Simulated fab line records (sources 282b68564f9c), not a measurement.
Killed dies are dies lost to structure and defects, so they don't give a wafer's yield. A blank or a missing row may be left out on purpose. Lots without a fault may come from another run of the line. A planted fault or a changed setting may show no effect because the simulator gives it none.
fab line records ; flow rit-cmos
[record] lots = 14; wafers = 42; last-day = 7
route steps=202 shown CONTACT@182
lots that met no fault: taken from a fault-free run of the same line
start-h: start of the lot's first displayed wafer, in hours after the record's first day ; wait-h: time in hours since the lot's previous step ; " as in the row above ; L1.1+2: a single row standing in for several wafers ; - no value, or no start given ; * or withheld: withheld ; < > ~ a bound
route shown NAME@n: a module of which the file shows steps, and the number in the route of the first ; usual: average and standard deviation across the fault-free wafers ; same: alike in all rows ; chamber/n: place in a boat ; sites: the reading at each site ; _std_site: standard deviation of those values ; _edge_site: the outer-site mean with the inner-site mean subtracted ; radius-mm: for every site, how far away it sits from the centre of the wafer ; mask NAME#n: copy n ; behind: tool/chamber where the wafer was last shaped ; hold: the reason the lot was held/the length of the hold in hours/how it ended ; device: the transistor (n, p or np) that didn't switch ; end of line: the same wafers' tests at the end of the route ; step lacking rows: just its recipe ; killed: count of dies lost to structure and defects at first sort (not the wafer's yield) ; map: dies across one wafer; x = killed, . = not, _ = none there
set.NAME: the setting the step ran with; set.NAME@STEP: the setting that earlier step ran with ; model.NAME: the simulator's own value behind a step, which no gauge read
steps of the route over a sample of lots; a table a step, a row a wafer
[[steps]]
[step RIT_CONTACT_CLEAN_13]
[recipe] chemistry = SC1; mix = 3:3:50; time-s = 600; temp-c = 75
[usual] run-length-s = 627/3.5
lot.wafer;tool;chamber;start-h;wait-h;run-length-s
L816.1;wet-bench-02;2;54.37;0.1;625
L816.2;wet-bench-02;2;54.37;0.1;625
L816.6;wet-bench-02;2;54.37;0.1;625
L817.1;wet-bench-04;0;57.52;0.1;625
L817.2;wet-bench-04;0;57.52;0.1;625
L817.4;wet-bench-04;0;57.52;0.1;625
L818.3;wet-bench-04;1;61.77;0.1;625
L818.4;wet-bench-04;1;61.77;0.1;625
L818.5;wet-bench-04;1;61.77;0.1;625
L820.1;wet-bench-02;3;76.72;0.1;633
L820.4;wet-bench-02;3;76.72;0.1;633
L820.5;wet-bench-02;3;76.72;0.1;633
L821.2;wet-bench-02;1;79.41;0.1;633
L821.4;wet-bench-02;1;79.41;0.1;633
L821.5;wet-bench-02;1;79.41;0.1;633
L822.3;wet-bench-02;2;84.55;0.1;627
L822.4;wet-bench-02;2;84.55;0.1;627
L822.5;wet-bench-02;2;84.55;0.1;627
L823.1;wet-bench-01;1;88.35;0.1;623
L823.3;wet-bench-01;1;88.35;0.1;623
L823.5;wet-bench-01;1;88.35;0.1;623
L824.1;wet-bench-01;3;99.06;0.1;626
L824.3;wet-bench-01;3;99.06;0.1;626
L824.6;wet-bench-01;3;99.06;0.1;626
L832.1;wet-bench-01;1;134.31;0.1;601
L832.5;wet-bench-01;1;134.31;0.1;601
L832.6;wet-bench-01;1;134.31;0.1;601
L833.1;wet-bench-01;0;140.40;0.1;594
L833.2;wet-bench-01;0;140.40;0.1;594
L833.5;wet-bench-01;0;140.40;0.1;594
L835.1;wet-bench-02;3;148.46;0.1;625
L835.4;wet-bench-02;3;148.46;0.1;625
L835.5;wet-bench-02;3;148.46;0.1;625
L836.1;wet-bench-04;0;152.99;0.1;625
L836.2;wet-bench-04;0;152.99;0.1;625
L836.6;wet-bench-04;0;152.99;0.1;625
L838.2;wet-bench-02;1;163.94;0.1;626
L838.3;wet-bench-02;1;163.94;0.1;626
L838.5;wet-bench-02;1;163.94;0.1;626
L839.1;wet-bench-04;2;167.39;0.1;627
L839.2;wet-bench-04;2;167.39;0.1;627
L839.4;wet-bench-04;2;167.39;0.1;627
[[key]]
[first-sign] step = RIT_CONTACT_CLEAN_13; reading = run-length-s; direction = down; sigmas = 8.5; usual = *; struck = *
effect none on later readings
met-at RIT_CONTACT_CLEAN_13
struck-lots L832,L833
tester-left-out L832,L833
onset-between 99.06 134.31
[fault] kind = process-parameter-drift; tool = wet-bench-01; chamber = -; onset-h = 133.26; steps = RIT_CONTACT_CLEAN_13; channel = time-s; offset = *; shape = step; end-h = 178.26; acts-in = *; stated = *
// tester-left-out: of these lots the tester's yield and bins aren't shown, on N5 and GAA mostly nor the transistor test; their killed dies are dies lost to structure and defects alone, not to doping, threshold or leakage, so they don't give the yield
